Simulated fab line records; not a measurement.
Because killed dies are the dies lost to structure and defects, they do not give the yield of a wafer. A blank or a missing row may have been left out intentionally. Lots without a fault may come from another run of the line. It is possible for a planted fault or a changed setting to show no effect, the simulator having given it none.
What tool caused it? || flow berkeley_cmos170 || 45 wafers from 15 lots sampled at 6 of the route's 331 steps

## WHAT EACH GAUGE READ, for each wafer
UCB170_SACOX_THK_MEAS_02.
{"lot": "L493", "measured": "day 5 18:35", "on": "film_metro-04", "SACOX_OXIDE_THK (nm)": "14.46 14.75 14.50"}
{"lot": "L495", "measured": "day 6 04:00", "on": "film_metro-01", "SACOX_OXIDE_THK (nm)": "14.42 14.38 14.53"}
{"lot": "L494", "measured": "day 6 04:01", "on": "film_metro-04", "SACOX_OXIDE_THK (nm)": "14.85 14.85 14.53"}
{"lot": "L496", "measured": "day 6 17:03", "on": "film_metro-01", "SACOX_OXIDE_THK (nm)": "14.45 14.41 14.44"}
{"lot": "L499", "measured": "day 7 01:40", "on": "film_metro-04", "SACOX_OXIDE_THK (nm)": "14.14 14.57 14.66"}
{"lot": "L500", "measured": "day 7 01:40", "on": "film_metro-03", "SACOX_OXIDE_THK (nm)": "13.91 13.85 14.04"}
{"lot": "L504", "measured": "day 8 04:14", "on": "film_metro-03", "SACOX_OXIDE_THK (nm)": "14.46 14.59 14.23"}
{"lot": "L503", "measured": "day 8 04:15", "on": "film_metro-04", "SACOX_OXIDE_THK (nm)": "14.51 14.67 14.64"}
{"lot": "L505", "measured": "day 8 15:41", "on": "film_metro-01", "SACOX_OXIDE_THK (nm)": "14.48 14.34 14.42"}
{"lot": "L507", "measured": "day 8 15:41", "on": "film_metro-04", "SACOX_OXIDE_THK (nm)": "14.62 14.85 14.48"}
{"lot": "L509", "measured": "day 9 07:39", "on": "film_metro-03", "SACOX_OXIDE_THK (nm)": "14.41 14.14 14.29"}
{"lot": "L508", "measured": "day 9 07:41", "on": "film_metro-01", "SACOX_OXIDE_THK (nm)": "14.48 14.42 14.43"}
{"lot": "L512", "measured": "day 9 21:40", "on": "film_metro-03", "SACOX_OXIDE_THK (nm)": "14.60 14.45 14.76"}
{"lot": "L513", "measured": "day 10 02:23", "on": "film_metro-04", "SACOX_OXIDE_THK (nm)": "14.39 14.35 14.43"}
{"lot": "L514", "measured": "day 10 02:23", "on": "film_metro-01", "SACOX_OXIDE_THK (nm)": "13.83 14.05 14.08"}

UCB170_PLDD_CD_MEAS_06: target cd 1200 nm.
{"lot": "L493", "measured": "day 7 04:47", "on": "cd_sem-02", "cd_nm (nm)": "1198.3 1198.0 1197.3"}
{"lot": "L495", "measured": "day 7 14:40", "on": "cd_sem-01", "cd_nm (nm)": "1201.2 1199.8 1200.8"}
{"lot": "L494", "measured": "day 7 15:15", "on": "cd_sem-02", "cd_nm (nm)": "1199.6 1200.9 1199.6"}
{"lot": "L496", "measured": "day 8 06:52", "on": "cd_sem-02", "cd_nm (nm)": "1201.3 1201.2 1198.7"}
{"lot": "L499", "measured": "day 8 15:04", "on": "cd_sem-02", "cd_nm (nm)": "1200.3 1201.1 1200.7"}
{"lot": "L500", "measured": "day 8 14:49", "on": "cd_sem-01", "cd_nm (nm)": "1201.1 1201.7 1203.5"}
{"lot": "L504", "measured": "day 9 18:41", "on": "cd_sem-02", "cd_nm (nm)": "1200.9 1200.6 1199.9"}
{"lot": "L503", "measured": "day 9 18:33", "on": "cd_sem-01", "cd_nm (nm)": "1199.5 1200.2 1199.4"}
{"lot": "L505", "measured": "day 10 01:21", "on": "cd_sem-02", "cd_nm (nm)": "1182.8 1184.1 1183.0 1183.1 1184.1 1182.9"}
{"lot": "L507", "measured": "day 10 01:04", "on": "cd_sem-02", "cd_nm (nm)": "1182.7 1183.1 1183.9 1183.0 1182.6 1184.1"}
{"lot": "L509", "measured": "day 10 18:08", "on": "cd_sem-01", "cd_nm (nm)": "1196.3 1197.4 1196.6"}
{"lot": "L508", "measured": "day 10 18:23", "on": "cd_sem-02", "cd_nm (nm)": "1186.7 1185.7 1186.4 1186.3 1186.1 1185.9"}
{"lot": "L512", "measured": "day 11 02:42", "on": "cd_sem-01", "cd_nm (nm)": "1199.5 1197.9 1199.8"}
{"lot": "L513", "measured": "day 11 09:23", "on": "cd_sem-02", "cd_nm (nm)": "1198.2 1199.5 1199.0"}
{"lot": "L514", "measured": "day 11 09:07", "on": "cd_sem-02", "cd_nm (nm)": "1199.7 1200.2 1198.5"}

UCB170_PLDD_TW_MEAS_11.
{"lot": "L493", "measured": "day 7 05:20", "on": "film_metro-02", "PLDD_TW": "1015 1012 1013"}
{"lot": "L495", "measured": "day 7 15:13", "on": "film_metro-01", "PLDD_TW": "1022 1018 1014"}
{"lot": "L494", "measured": "day 7 15:47", "on": "film_metro-04", "PLDD_TW": "1007 1002 1001"}
{"lot": "L496", "measured": "day 8 07:24", "on": "film_metro-01", "PLDD_TW": "1014 1013 1018"}
{"lot": "L499", "measured": "day 8 15:37", "on": "film_metro-04", "PLDD_TW": "1001 1003 1003"}
{"lot": "L500", "measured": "day 8 15:22", "on": "film_metro-01", "PLDD_TW": "1015 1016 1018"}
{"lot": "L504", "measured": "day 9 19:17", "on": "film_metro-02", "PLDD_TW": "1010 1018 1006"}
{"lot": "L503", "measured": "day 9 19:06", "on": "film_metro-02", "PLDD_TW": "1014 1010 1011"}
{"lot": "L505", "measured": "day 10 04:18", "on": "film_metro-02", "PLDD_TW": "30 30 30 30 30 30"}
{"lot": "L507", "measured": "day 10 07:40", "on": "film_metro-02", "PLDD_TW": "30 30 30 30 30 30"}
{"lot": "L509", "measured": "day 10 18:42", "on": "film_metro-04", "PLDD_TW": "1005 998 998"}
{"lot": "L508", "measured": "day 10 22:14", "on": "film_metro-02", "PLDD_TW": "30 30 30 30 30 30"}
{"lot": "L512", "measured": "day 11 03:17", "on": "film_metro-02", "PLDD_TW": "1016 1009 1018"}
{"lot": "L513", "measured": "day 11 09:56", "on": "film_metro-04", "PLDD_TW": "1003 1003 1003"}
{"lot": "L514", "measured": "day 11 09:40", "on": "film_metro-01", "PLDD_TW": "1024 1021 1022"}

UCB170_NLDD_CD_MEAS_06: target cd 1200 nm.
{"lot": "L493", "measured": "day 7 07:14", "on": "cd_sem-01", "cd_nm (nm)": "1200.3 1201.0 1201.0"}
{"lot": "L495", "measured": "day 7 16:38", "on": "cd_sem-01", "cd_nm (nm)": "1200.3 1202.1 1201.3"}
{"lot": "L494", "measured": "day 7 17:07", "on": "cd_sem-02", "cd_nm (nm)": "1197.8 1198.2 1198.8"}
{"lot": "L496", "measured": "day 8 08:50", "on": "cd_sem-01", "cd_nm (nm)": "1202.0 1202.6 1202.8"}
{"lot": "L499", "measured": "day 8 16:59", "on": "cd_sem-02", "cd_nm (nm)": "1199.2 1198.0 1199.1"}
{"lot": "L500", "measured": "day 8 16:43", "on": "cd_sem-02", "cd_nm (nm)": "1199.9 1200.1 1200.4"}
{"lot": "L504", "measured": "day 9 23:37", "on": "cd_sem-01", "cd_nm (nm)": "1197.4 1198.9 1197.5"}
{"lot": "L503", "measured": "day 9 22:34", "on": "cd_sem-01", "cd_nm (nm)": "1199.6 1199.1 1198.7"}
{"lot": "L509", "measured": "day 10 19:56", "on": "cd_sem-02", "cd_nm (nm)": "1198.0 1198.0 1199.1"}
{"lot": "L512", "measured": "day 11 04:43", "on": "cd_sem-02", "cd_nm (nm)": "1197.6 1198.8 1198.5"}
{"lot": "L513", "measured": "day 11 11:58", "on": "cd_sem-01", "cd_nm (nm)": "1197.2 1198.9 1200.3"}
{"lot": "L514", "measured": "day 11 10:52", "on": "cd_sem-02", "cd_nm (nm)": "1196.4 1198.2 1197.7"}

UCB170_NLDD_OVL_MEAS_07.
{"lot": "L493", "measured": "day 7 07:20", "on": "overlay-02", "NLDD_OVL (nm)": "1 -1 8"}
{"lot": "L495", "measured": "day 7 16:46", "on": "overlay-02", "NLDD_OVL (nm)": "-4 -6 -10"}
{"lot": "L494", "measured": "day 7 17:13", "on": "overlay-01", "NLDD_OVL (nm)": "0 5 0"}
{"lot": "L496", "measured": "day 8 08:55", "on": "overlay-01", "NLDD_OVL (nm)": "9 0 8"}
{"lot": "L499", "measured": "day 8 17:07", "on": "overlay-02", "NLDD_OVL (nm)": "-8 -1 1"}
{"lot": "L500", "measured": "day 8 16:50", "on": "overlay-01", "NLDD_OVL (nm)": "-2 -4 -2"}
{"lot": "L504", "measured": "day 9 23:44", "on": "overlay-01", "NLDD_OVL (nm)": "0 4 6"}
{"lot": "L503", "measured": "day 9 22:40", "on": "overlay-01", "NLDD_OVL (nm)": "-1 2 -6"}
{"lot": "L509", "measured": "day 10 20:03", "on": "overlay-02", "NLDD_OVL (nm)": "-6 1 -5"}
{"lot": "L512", "measured": "day 11 04:50", "on": "overlay-01", "NLDD_OVL (nm)": "4 -6 -5"}
{"lot": "L513", "measured": "day 11 12:05", "on": "overlay-01", "NLDD_OVL (nm)": "3 5 1"}
{"lot": "L514", "measured": "day 11 10:59", "on": "overlay-02", "NLDD_OVL (nm)": "-1 -2 -13"}

## TOOL THAT RAN EACH LOT (tool first, then ch and the chambers of the sampled wafers, then the start)
{"lot": "L493", "UCB170_PLDD_DEVELOP_05": "litho_track-02 ch 0, day 7 04:00"}
{"lot": "L495", "UCB170_PLDD_DEVELOP_05": "litho_track-03 ch 0, day 7 14:00"}
{"lot": "L494", "UCB170_PLDD_DEVELOP_05": "litho_track-03 ch 0, day 7 15:00"}
{"lot": "L496", "UCB170_PLDD_DEVELOP_05": "litho_track-02 ch 0, day 8 06:00"}
{"lot": "L499", "UCB170_PLDD_DEVELOP_05": "litho_track-03 ch 0, day 8 14:00"}
{"lot": "L500", "UCB170_PLDD_DEVELOP_05": "litho_track-04 ch 0, day 8 14:00"}
{"lot": "L504", "UCB170_PLDD_DEVELOP_05": "litho_track-02 ch 0, day 9 18:00"}
{"lot": "L503", "UCB170_PLDD_DEVELOP_05": "litho_track-04 ch 0, day 9 18:00"}
{"lot": "L505", "UCB170_PLDD_DEVELOP_05": "litho_track-02 ch 0, day 10 01:00"}
{"lot": "L507", "UCB170_PLDD_DEVELOP_05": "litho_track-02 ch 0, day 10 00:00"}
{"lot": "L509", "UCB170_PLDD_DEVELOP_05": "litho_track-03 ch 0, day 10 18:00"}
{"lot": "L508", "UCB170_PLDD_DEVELOP_05": "litho_track-02 ch 0, day 10 18:00"}
{"lot": "L512", "UCB170_PLDD_DEVELOP_05": "litho_track-03 ch 0, day 11 02:00"}
{"lot": "L513", "UCB170_PLDD_DEVELOP_05": "litho_track-03 ch 0, day 11 09:00"}
{"lot": "L514", "UCB170_PLDD_DEVELOP_05": "litho_track-03 ch 0, day 11 08:00"}
- UCB170_PLDD_DEVELOP_05: develop time 45 s.

## WHAT THE TOOLS THEMSELVES READ (means of the sampled wafers that have a number; where no wafer has one, the mark that the record gives instead)
The record holds no such reading with a usual standard deviation.

## THE ANSWER, worked out from the rows above alone
Rule: what is usual is taken from the lots themselves. Put in order of their means at a reading, lots are off if they are a third of the lots or fewer, leave a main group of 4 or more, and stand apart from it by a gap of 3 or more times the standard deviation of the main group's means; of several such gaps the widest counts. If all means in a main group match to the digits the tables above print for the reading, that group is not used. Also off: a lot with no number at a reading for which 4 or more lots have one. All remaining lots with rows at the step are treated as sound. Order of review: gauges by route order, followed by the tools' own readings, for which a lot's mean as printed above is used. The first step at which some lot is off is used, and at that step the reading that is off furthest; a lot without a number counts as furthest.
Off: L505, L507, L508, at UCB170_PLDD_CD_MEAS_06 (cd_nm). Mean 1199.7 nm and standard deviation 1.3 in the main group.
If a tool, at a process step before that reading, ran all the lots that are off and no sound lot after the first of them, it fits. Not tried: the gauges at UCB170_PLDD_CD_MEAS_06; whatever is off there is also off at UCB170_PLDD_TW_MEAS_11, on other tools, and gauge error can't account for it. One fits: UCB170_PLDD_DEVELOP_05 on litho_track-02. A fault onset in the window from L504 (day 9 18:00, its last sound lot) to L507 (day 10 00:00, its first lot off) fits.

## WHAT HAD BEEN PUT IN BY THE SIMULATOR
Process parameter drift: litho_track-02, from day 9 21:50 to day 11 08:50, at UCB170_PLDD_DEVELOP_05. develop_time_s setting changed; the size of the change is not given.
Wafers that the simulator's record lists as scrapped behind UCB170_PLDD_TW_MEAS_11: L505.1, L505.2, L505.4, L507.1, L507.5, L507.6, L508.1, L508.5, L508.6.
Lots struck among those shown: L505, L507, L508. This agrees with what the rule above found.
